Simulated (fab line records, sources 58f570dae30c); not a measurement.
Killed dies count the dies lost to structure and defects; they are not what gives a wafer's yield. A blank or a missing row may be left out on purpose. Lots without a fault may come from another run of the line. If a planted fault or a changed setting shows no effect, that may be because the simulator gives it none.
The same fault as seen by 2 desks :: flow berkeleyCmos170 :: what lay behind the numbers comes last; until then each desk has only its own

## TOOL OWNER'S DESK, furnace-04
The tool's own readings at UCB170_WELLDRIVE_OXIDATION_01 (target thk 199 nm, ox time 9000 s): means of the sampled wafers that have a number, for each lot that ran on this tool. A lot is out of limits, marked OUT, if its mean lies more than 4 standard deviations from the usual mean; the brackets give that distance.
Columns: A = spikeTcCentreC at UCB170_WELLDRIVE_OXIDATION_01, usual 1102.1 C; B = tubeCenterTempC at UCB170_WELLDRIVE_OXIDATION_01, usual 1100 C; C = tube_center_temp_C_max at UCB170_WELLDRIVE_OXIDATION_01, usual 1102.8
lot: L539
first seen here: day 3 19:01
A: 1100.9
B: 1100
C: 1102.8

lot: L540
first seen here: day 3 19:01
A: 1101.7
B: 1100
C: 1103.2

lot: L541
first seen here: day 4 10:59
A: 1101.6
B: 1100
C: 1103.3

lot: L543
first seen here: day 4 10:59
A: 1102.3
B: 1100
C: 1102.8

lot: L546
first seen here: day 5 05:31
A: 1101.9
B: 1100
C: 1102.7

lot: L548
first seen here: day 5 05:31
A: 1100.9
B: 1100
C: 1103.0

lot: L549
first seen here: day 5 19:01
A: 1093.3 (-7.4) OUT
B: 1092 (-84) OUT
C: 1094.3 (-18) OUT

lot: L550
first seen here: day 5 19:01
A: 1093.5 (-7.2) OUT
B: 1092 (-84) OUT
C: 1094.6 (-18) OUT
This desk's finding: out of limits on L549, L550; first on L549, day 5 19:01 (spikeTcCentreC at UCB170_WELLDRIVE_OXIDATION_01). In limits: L539, L540, L541, L543, L546, L548.

## THE METROLOGY DESK
What the gauges read, lot by lot, whatever tool the lot ran on: means of the sampled wafers that have a number. A lot is out of limits, marked OUT, if its mean lies more than 4 standard deviations from the usual mean; the brackets give that distance.
Columns: A = WELLDRIVE_OXIDE_THK at UCB170_WELLDRIVE_THK_MEAS_02, usual 198.4 nm; B = PVT_TW at UCB170_PVT_TW_MEAS_09, usual 508
lot: L539
first seen here: day 3 22:31
A: 200.3
B: 513

lot: L540
first seen here: day 3 22:31
A: 198.2
B: 511

lot: L542
first seen here: day 4 10:01
A: 195.7
B: 514

lot: L541
first seen here: day 4 14:29
A: 201.3
B: 512

lot: L543
first seen here: day 4 14:30
A: 198.5
B: 499

lot: L544
first seen here: day 5 02:43
A: 196.6
B: 500

lot: L545
first seen here: day 5 02:43
A: 200.5
B: 497

lot: L546
first seen here: day 5 09:02
A: 200.7
B: 512

lot: L548
first seen here: day 5 09:05
A: 193.3
B: 510

lot: L550
first seen here: day 5 22:31
A: 186.1 (-4.6) OUT
B: 506

lot: L549
first seen here: day 5 22:31
A: 185.6 (-4.7) OUT
B: 505

lot: L552
first seen here: day 6 11:22
A: 202.0
B: 502

lot: L556
first seen here: day 7 10:48
A: 200.2
B: 502

lot: L558
first seen here: day 7 14:18
A: 198.3
B: 513
This desk reports L549, L550 out of limits; the earliest was L550 at day 5 22:31 (WELLDRIVE_OXIDE_THK at UCB170_WELLDRIVE_THK_MEAS_02). In limits: L539, L540, L542, L541, L543, L544, L545, L546, L548, L552, L556, L558.

## BROUGHT TOGETHER
An alarm could have come from the tool owner's desk at day 5 19:01, on L549, L550.
The metrology desk could have raised an alarm at day 5 22:31, on L549, L550.
UCB170_WELLDRIVE_OXIDATION_01 was run on furnace-04 by each of the lots named.

## WHAT THE SIMULATOR HAD PUT IN
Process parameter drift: furnace-04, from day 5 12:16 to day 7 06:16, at UCB170_WELLDRIVE_OXIDATION_01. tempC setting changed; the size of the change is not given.
Struck lots among those shown: L549, L550.
Time in hours from fault onset to the first out-of-limits reading at each desk: tool owner's desk 7, metrology desk 10.
